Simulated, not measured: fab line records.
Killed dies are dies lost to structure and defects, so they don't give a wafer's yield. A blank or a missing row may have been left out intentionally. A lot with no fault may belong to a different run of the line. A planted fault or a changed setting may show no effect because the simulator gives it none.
Which tool did it? :: flow rit cmos :: 14 lots, 42 wafers sampled, at 4 steps of a route of 202

WHAT EACH GAUGE READ, for each wafer
RIT_ACTIVE_CD_MEAS_90: target cd 1400 nm. Usual: cd nm 1400.4 nm, standard deviation 2.3.
lot: L995
measured: day 1 15:22
on: cd sem-02
cd nm (nm): 1402.4 1399.8 1399.4
flag: 

lot: L996
measured: day 1 20:01
on: cd sem-01
cd nm (nm): 1396.2 1396.3 1397.0
flag: 

lot: L997
measured: day 2 02:57
on: cd sem-01
cd nm (nm): 1400.7 1401.7 1400.8
flag: 

lot: L998
measured: day 2 06:51
on: cd sem-01
cd nm (nm): 1394.9 1397.1 1397.2
flag: 

lot: L999
measured: day 2 11:12
on: cd sem-02
cd nm (nm): 1401.8 1401.7 1399.1
flag: 

lot: L100
measured: day 2 16:01
on: cd sem-02
cd nm (nm): 1400.8 1398.3 1399.0
flag: 

lot: L105
measured: day 3 17:08
on: cd sem-01
cd nm (nm): 1399.1 1400.4 1400.3
flag: 

lot: L106
measured: day 3 22:02
on: cd sem-01
cd nm (nm): 1399.4 1401.6 1401.6
flag: 

lot: L109
measured: day 4 13:25
on: cd sem-02
cd nm (nm): 1399.4 1400.3 1401.1
flag: 

lot: L110
measured: day 4 18:08
on: cd sem-02
cd nm (nm): 1402.3 1404.2 1404.7
flag: 

lot: L112
measured: day 5 04:02
on: cd sem-02
cd nm (nm): 1400.8 1401.0 1400.8
flag: 

lot: L114
measured: day 5 14:08
on: cd sem-02
cd nm (nm): 1404.2 1402.2 1403.3
flag: 

lot: L116
measured: day 6 00:38
on: cd sem-02
cd nm (nm): 1401.9 1399.6 1399.8
flag: 

lot: L118
measured: day 6 10:14
on: cd sem-02
cd nm (nm): 1398.3 1396.4 1400.6
flag: 

RIT_FOX2_THK_MEAS_90. Usual: FIELD_OXIDE_LEFT_1_THK typically reads 321 nm, with standard deviation 6.2.
lot: L995
measured: day 1 19:31
on: film metro-03
FIELD_OXIDE_LEFT_1_THK (nm): 311 310 309
flag: 

lot: L996
measured: day 2 00:14
on: film metro-02
FIELD_OXIDE_LEFT_1_THK (nm): 330 326 328
flag: 

lot: L997
measured: day 2 07:11
on: film metro-02
FIELD_OXIDE_LEFT_1_THK (nm): 315 326 317
flag: 

lot: L998
measured: day 2 11:53
on: film metro-03
FIELD_OXIDE_LEFT_1_THK (nm): 319 326 325
flag: 

lot: L999
measured: day 2 16:59
on: film metro-02
FIELD_OXIDE_LEFT_1_THK (nm): 318 317 319
flag: 

lot: L100
measured: day 2 20:45
on: film metro-02
FIELD_OXIDE_LEFT_1_THK (nm): 317 321 321
flag: 

lot: L105
measured: day 3 21:28
on: film metro-02
FIELD_OXIDE_LEFT_1_THK (nm): 321 318 314
flag: 

lot: L106
measured: day 4 02:25
on: film metro-01
FIELD_OXIDE_LEFT_1_THK (nm): 320 323 314
flag: 

lot: L109
measured: day 4 19:55
on: film metro-01
FIELD_OXIDE_LEFT_1_THK (nm): 325 322 326
flag: 

lot: L110
measured: day 4 22:47
on: film metro-03
FIELD_OXIDE_LEFT_1_THK (nm): 319 329 330
flag: 

lot: L112
measured: day 5 08:14
on: film metro-03
FIELD_OXIDE_LEFT_1_THK (nm): 323 322 332
flag: 

lot: L114
measured: day 5 19:22
on: film metro-03
FIELD_OXIDE_LEFT_1_THK (nm): 326 321 325
flag: 

lot: L116
measured: day 6 06:38
on: film metro-02
FIELD_OXIDE_LEFT_1_THK (nm): 325 328 333
flag: 

lot: L118
measured: day 6 15:20
on: film metro-01
FIELD_OXIDE_LEFT_1_THK (nm): 316 312 315
flag: 

RIT_NRETRO_OVL_MEAS_06. Usual: NRETRO_OVL typically reads 0.7 nm, with standard deviation 1.2.
lot: L995
measured: day 2 05:43
on: overlay-02
NRETRO_OVL (nm): -1.0 -1.7 -0.6
flag: 

lot: L996
measured: day 2 09:48
on: overlay-01
NRETRO_OVL (nm): 1.4 2.6 1.8
flag: 

lot: L997
measured: day 2 16:56
on: overlay-02
NRETRO_OVL (nm): 1.5 0.8 0.6
flag: 

lot: L998
measured: day 2 22:13
on: overlay-02
NRETRO_OVL (nm): -0.2 -0.5 -0.3
flag: 

lot: L999
measured: day 3 02:39
on: overlay-01
NRETRO_OVL (nm): 1.0 0.4 0.2
flag: 

lot: L100
measured: day 3 06:52
on: overlay-01
NRETRO_OVL (nm): 0.0 0.6 0.3
flag: 

lot: L105
measured: day 4 07:00
on: overlay-01
NRETRO_OVL (nm): 0.6 -0.4 0.4
flag: 

lot: L106
measured: day 4 12:04
on: overlay-01
NRETRO_OVL (nm): 1.0 0.0 0.1
flag: 

lot: L109
measured: day 5 05:45
on: overlay-01
NRETRO_OVL (nm): 0.4 1.9 2.0
flag: 

lot: L110
measured: day 5 08:37
on: overlay-02
NRETRO_OVL (nm): 0.1 0.8 1.6
flag: 

lot: L112
measured: day 5 17:56
on: overlay-02
NRETRO_OVL (nm): 2.9 2.6 2.8
flag: 

lot: L114
measured: day 6 04:55
on: overlay-01
NRETRO_OVL (nm): 1.6 2.1 0.2
flag: 

lot: L116
measured: day 6 16:18
on: overlay-02
NRETRO_OVL (nm): 0.7 2.1 1.2
flag: 

lot: L118
measured: day 7 01:18
on: overlay-01
NRETRO_OVL (nm): -1.2 1.6 -0.1
flag: 

WHICH TOOL RAN EACH LOT (tool, then ch and the chambers of the sampled wafers, then the start)
lot: L995
RIT_ACTIVE_SOFTBAKE_07: litho track-02 ch 0, day 1 13:56

lot: L996
RIT_ACTIVE_SOFTBAKE_07: litho track-04 ch 0, day 1 18:53

lot: L997
RIT_ACTIVE_SOFTBAKE_07: litho track-01 ch 0, day 2 01:40

lot: L998
RIT_ACTIVE_SOFTBAKE_07: litho track-04 ch 0, day 2 05:36

lot: L999
RIT_ACTIVE_SOFTBAKE_07: litho track-02 ch 0, day 2 09:55

lot: L100
RIT_ACTIVE_SOFTBAKE_07: litho track-01 ch 0, day 2 14:53

lot: L105
RIT_ACTIVE_SOFTBAKE_07: litho track-01 ch 0, day 3 15:53

lot: L106
RIT_ACTIVE_SOFTBAKE_07: litho track-01 ch 0, day 3 20:55

lot: L109
RIT_ACTIVE_SOFTBAKE_07: litho track-02 ch 0, day 4 12:07

lot: L110
RIT_ACTIVE_SOFTBAKE_07: litho track-04 ch 0, day 4 16:53

lot: L112
RIT_ACTIVE_SOFTBAKE_07: litho track-02 ch 0, day 5 02:55

lot: L114
RIT_ACTIVE_SOFTBAKE_07: litho track-02 ch 0, day 5 12:53

lot: L116
RIT_ACTIVE_SOFTBAKE_07: litho track-04 ch 0, day 5 23:29

lot: L118
RIT_ACTIVE_SOFTBAKE_07: litho track-04 ch 0, day 6 08:58
- RIT_ACTIVE_SOFTBAKE_07: time 60 s.

WHAT THE TOOLS THEMSELVES READ (means of the sampled wafers that have a number; where no wafer has one, the mark that the record gives instead)
RIT_ACTIVE_SOFTBAKE_07. Usual: heater power total W 34.56 W, standard deviation 0.048; plate temp C 90.02 C, standard deviation 0.12.
lot: L995
tool: litho track-02
heater power total W (W): 34.53
plate temp C (C): 89.89
flag: 

lot: L996
tool: litho track-04
heater power total W (W): 34.56
plate temp C (C): 90.05
flag: 

lot: L997
tool: litho track-01
heater power total W (W): 34.56
plate temp C (C): 90.00
flag: 

lot: L998
tool: litho track-04
heater power total W (W): 34.53
plate temp C (C): 90.03
flag: 

lot: L999
tool: litho track-02
heater power total W (W): 34.53
plate temp C (C): 89.97
flag: 

lot: L100
tool: litho track-01
heater power total W (W): 34.52
plate temp C (C): 89.89
flag: 

lot: L105
tool: litho track-01
heater power total W (W): 35.56
plate temp C (C): 91.76
flag: OFF

lot: L106
tool: litho track-01
heater power total W (W): 35.53
plate temp C (C): 91.84
flag: OFF

lot: L109
tool: litho track-02
heater power total W (W): 34.58
plate temp C (C): 90.09
flag: 

lot: L110
tool: litho track-04
heater power total W (W): 34.54
plate temp C (C): 90.15
flag: 

lot: L112
tool: litho track-02
heater power total W (W): 34.54
plate temp C (C): 89.94
flag: 

lot: L114
tool: litho track-02
heater power total W (W): 34.56
plate temp C (C): 90.11
flag: 

lot: L116
tool: litho track-04
heater power total W (W): 34.56
plate temp C (C): 90.08
flag: 

lot: L118
tool: litho track-04
heater power total W (W): 34.53
plate temp C (C): 89.97
flag: 

THE ANSWER, worked out from the rows above alone
Rule: take the mean of a lot's wafers that have a number; if it is more than 3 standard deviations from the usual mean, the lot is off. Also off: a lot with no number at a reading for which 4 or more lots have one. The other lots that the step has rows for count as sound. First the gauges in route order, then the tools' own readings, where a lot's mean is used as printed above. At the first step where some lot is off, the reading lying furthest off is the one used; lots without a number count as furthest.
Off: L105, L106 (RIT_ACTIVE_SOFTBAKE_07, heater power total W).
If a tool, at that step or one of the process steps before it, ran each lot that is off and ran no sound lot following the first of them, it fits. One fits: RIT_ACTIVE_SOFTBAKE_07 on litho track-01. Its last sound lot is L100 (day 2 14:53), its first lot that is off L105 (day 3 15:53): a fault that began between those two fits.
The tool's own readings at RIT_ACTIVE_SOFTBAKE_07 bear it out: on the lots that are off they differ by more than 5 times the standard deviation of the sound lots' means. heater power total W reads 35.55 W there against 34.55 W on the sound lots; plate temp C reads 91.80 C there against 90.01 C on the sound lots.

WHAT HAD BEEN PUT IN BY THE SIMULATOR
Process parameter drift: litho track-01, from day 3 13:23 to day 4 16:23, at RIT_ACTIVE_SOFTBAKE_07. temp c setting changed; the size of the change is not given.
Shown lots that were struck: L105, L106. The same result came from the rule above.
